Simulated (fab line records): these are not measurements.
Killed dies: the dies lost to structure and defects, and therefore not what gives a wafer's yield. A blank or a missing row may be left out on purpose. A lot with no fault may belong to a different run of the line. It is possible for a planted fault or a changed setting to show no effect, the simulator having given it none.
A lot that was struck, set against a sound lot || flow rit-cmos || 44 steps out of a route of 202
Sound: the wafers L775.1, L775.2, L775.5. Struck: wafers L783.1, L783.3, L783.4. The cause comes at the end.
Order at every step that has rows: each side's tool, ch and its chambers, its first start. Under that, the readings that differ: sound wafers || struck wafers || difference of the means || sigmas: that difference in standard deviations of wafers without a fault.
alike: same words and numbers on both sides, and readings whose means sit less than 2 such deviations apart. not compared: any withheld reading, any reading some wafer has no value for, any bound like >300 that may hide the same value, and any number with overlapping values for which the record gives no deviation.
A row with sigmas, a row that says differs or no value, or rows on one side alone: a step with any of these is where the two part. Numbers that don't overlap but have no deviation are shown without sigmas and don't part them. Lack of a reading on every wafer of one side parts them only where that side has two or more wafers.

first, 2 steps without rows for these wafers: RIT_NLDD_HARDBAKE_07 (time 60 s); RIT_NLDD_IMPLANT_08.
RIT_NLDD_STRIP_09: strips in O2, time 180 s.
  sound on plasma-asher-02 ch 0,1, day 4 01:41; struck on plasma-asher-02 ch 0,1, day 5 12:53
  alike: drypump-motor-current-A
  not compared: rf-hours-counter-h
RIT_NLDD_TW_MEAS_10:
  sound: film-metro-02 at day 4 01:51; struck: film-metro-04 at day 5 13:03
  alike: NLDD_TW
then, 6 steps without rows for these wafers: RIT_PLDD_HMDS_00 (prime time 60 s); RIT_PLDD_COAT_01 (resist thk 1000 nm); RIT_PLDD_SOFTBAKE_02 (time 60 s); RIT_PLDD_EXPOSE_03 (exposes mask M8, target cd 40900 nm); RIT_PLDD_PEB_04; RIT_PLDD_DEVELOP_05 (develop time 50 s).
RIT_PLDD_OVL_MEAS_06:
  sound: overlay-02 at day 4 02:59; struck: overlay-02 at day 5 13:58
{"reading": "PLDD_OVL (nm)", "sound": "2.0 2.2 1.5", "struck": "-1.2 -2.1 -2.3", "difference": -3.8, "sigmas": -2}
then, 1 step without rows for these wafers: RIT_PLDD_HARDBAKE_07 (time 60 s).
RIT_PLDD_IMPLANT_08:
  sound on implanter-02 ch 0, day 4 03:10; struck on implanter-02 ch 0, day 5 14:09
{"reading": "dose-ions-cm2", "sound": "8.971e+14 8.987e+14 9.004e+14", "struck": "1.5644e+15 1.5645e+15 1.5642e+15", "difference": "+6.6563e+14", "sigmas": "+99 or more"}
{"reading": "end-station-pressure-torr (Torr)", "sound": "7.1e-06 7.7e-06 7.7e-06", "struck": "9.1e-06 9.2e-06 8.9e-06", "difference": "+1.6e-06", "sigmas": "+4"}
{"reading": "faraday-current-uA", "sound": "2859 2824 2901", "struck": "4956 4890 4846", "difference": "+2036", "sigmas": "+35"}
RIT_PLDD_STRIP_09: strips in O2, time 180 s.
  sound on plasma-asher-03 ch 0,1, day 4 03:19; struck on plasma-asher-03 ch 0,1, day 5 14:18
  alike: drypump-motor-current-A
  not compared: rf-hours-counter-h
RIT_PLDD_TW_MEAS_10:
  sound: film-metro-02 at day 4 03:29; struck: film-metro-04 at day 5 14:28
{"reading": "PLDD_TW", "sound": "2328 2346 2348", "struck": "2626 2653 2646", "difference": "+301", "sigmas": "+22"}
then, 4 steps without rows for these wafers: RIT_SPACER_CLEAN_00 (cleans in SC1, time 600 s); RIT_SPACER_CLEAN_01 (cleans in dHF, time 30 s); RIT_SPACER_CLEAN_02 (cleans in SC2, time 600 s); RIT_SPACER_CVD_03 (deposits Si3N4 from SiH2Cl2/NH3, target thk 250 nm, time 3300 s).
RIT_SPACER_THK_MEAS_04:
  sound: film-metro-01 at day 4 05:51; struck: film-metro-03 at day 5 16:50
  alike: SPACER_NITRIDE_THK
RIT_SPACER_ETCHBACK_05: etches Si3N4 in SF6/CHF3, stops on SiO2, target depth 250 nm, time 240 s.
  sound on rie-diel-03 ch 0,3, day 4 05:55; struck on rie-diel-04 ch 0,1,2, day 5 16:53
  alike: drypump-motor-current-A, oes-product-au, throttle-valve-pct
  not compared: rf-hours-counter-h
then, 6 steps without rows for these wafers: RIT_NSD_HMDS_00 (prime time 60 s); RIT_NSD_COAT_01 (resist thk 1000 nm); RIT_NSD_SOFTBAKE_02 (time 60 s); RIT_NSD_EXPOSE_03 (exposes mask M9, target cd 40700 nm); RIT_NSD_PEB_04; RIT_NSD_DEVELOP_05 (develop time 50 s).
RIT_NSD_OVL_MEAS_06:
  sound: overlay-02 at day 4 07:02; struck: overlay-01 at day 5 18:01
  alike: NSD_OVL
then, 2 steps without rows for these wafers: RIT_NSD_HARDBAKE_07 (time 60 s); RIT_NSD_IMPLANT_08.
RIT_NSD_STRIP_09: strips in O2, time 180 s.
  sound on plasma-asher-03 ch 0,1, day 4 07:22; struck on plasma-asher-03 ch 0,1, day 5 18:21
  alike: drypump-motor-current-A
  not compared: rf-hours-counter-h
RIT_NSD_TW_MEAS_10:
  sound: film-metro-02 at day 4 07:32; struck: film-metro-03 at day 5 18:32
  alike: NSD_TW
then, 6 steps without rows for these wafers: RIT_PSD_HMDS_00 (prime time 60 s); RIT_PSD_COAT_01 (resist thk 1000 nm); RIT_PSD_SOFTBAKE_02 (time 60 s); RIT_PSD_EXPOSE_03 (exposes mask M10, target cd 40900 nm); RIT_PSD_PEB_04; RIT_PSD_DEVELOP_05 (develop time 50 s).
RIT_PSD_OVL_MEAS_06:
  sound: overlay-02 at day 4 08:35; struck: overlay-01 at day 5 19:26
  alike: PSD_OVL
then, 2 steps without rows for these wafers: RIT_PSD_HARDBAKE_07 (time 60 s); RIT_PSD_IMPLANT_08.
RIT_PSD_STRIP_09: strips in O2, time 180 s.
  sound on plasma-asher-04 ch 0,1, day 4 08:55; struck on plasma-asher-03 ch 0,1, day 5 19:46
  alike: drypump-motor-current-A
  not compared: rf-hours-counter-h
RIT_SDANNEAL_RS_MEAS_06: measurement is done with a four-point probe.
  sound: film-metro-04 at day 4 09:55; struck: film-metro-03 at day 5 20:40
{"reading": "PLDD_RS (ohm/sq)", "sound": "178.7 178.7 178.6", "struck": "155.3 155.1 155.0", "difference": -23.5, "sigmas": -41}
RIT_M1_PROBE_99:
  sound: prober-02 at day 4 17:11; struck: prober-02 at day 6 04:02
{"reading": "model.etest.pmos-turned.r-on-ohm-um", "sound": "3421 3436 3519", "struck": "3161 3190 3199", "difference": -275, "sigmas": ""}
{"reading": "model.etest.pmos_0p3.r-on-ohm-um", "sound": "6304 6357 6364", "struck": "5964 6062 6102", "difference": -299, "sigmas": ""}
{"reading": "model.etest.pmos_0p15.r-on-ohm-um", "sound": "2782 2769 2837", "struck": "2571 2627 2618", "difference": -191, "sigmas": ""}
{"reading": "model.etest.pldd.rs-ohm-sq", "sound": "482.9 469 481.9", "struck": "331.6 338.4 344.1", "difference": -139.9, "sigmas": ""}
{"reading": "model.etest.pldd.line-ohm-um", "sound": "151.8 146.4 149.8", "struck": "107.5 106.6 107.8", "difference": -42.0, "sigmas": ""}
{"reading": "model.etest.pmos-turned.drive-ua-um", "sound": "187.9 192.6 186.2", "struck": "214.2 211.1 211", "difference": "+23.2", "sigmas": ""}
{"reading": "model.etest.pmos_0p15.drive-ua-um", "sound": "252.3 255.8 245.7", "struck": "274.4 271.4 268.6", "difference": "+20.2", "sigmas": ""}
{"reading": "model.etest.pmos_0p3.drive-ua-um", "sound": "98.92 99.03 99.25", "struck": "107.8 105.1 104.9", "difference": "+6.9", "sigmas": ""}
  alike: killed-at-front-end, killed-dies, killed-open, killed-short

== WHERE THEY PART ==
Earliest at RIT_PLDD_OVL_MEAS_06; latest, in this record, at RIT_SDANNEAL_RS_MEAS_06. Later steps at which nothing parts them and some readings are alike: RIT_M1_PROBE_99.

WHY: what had been put in by the simulator
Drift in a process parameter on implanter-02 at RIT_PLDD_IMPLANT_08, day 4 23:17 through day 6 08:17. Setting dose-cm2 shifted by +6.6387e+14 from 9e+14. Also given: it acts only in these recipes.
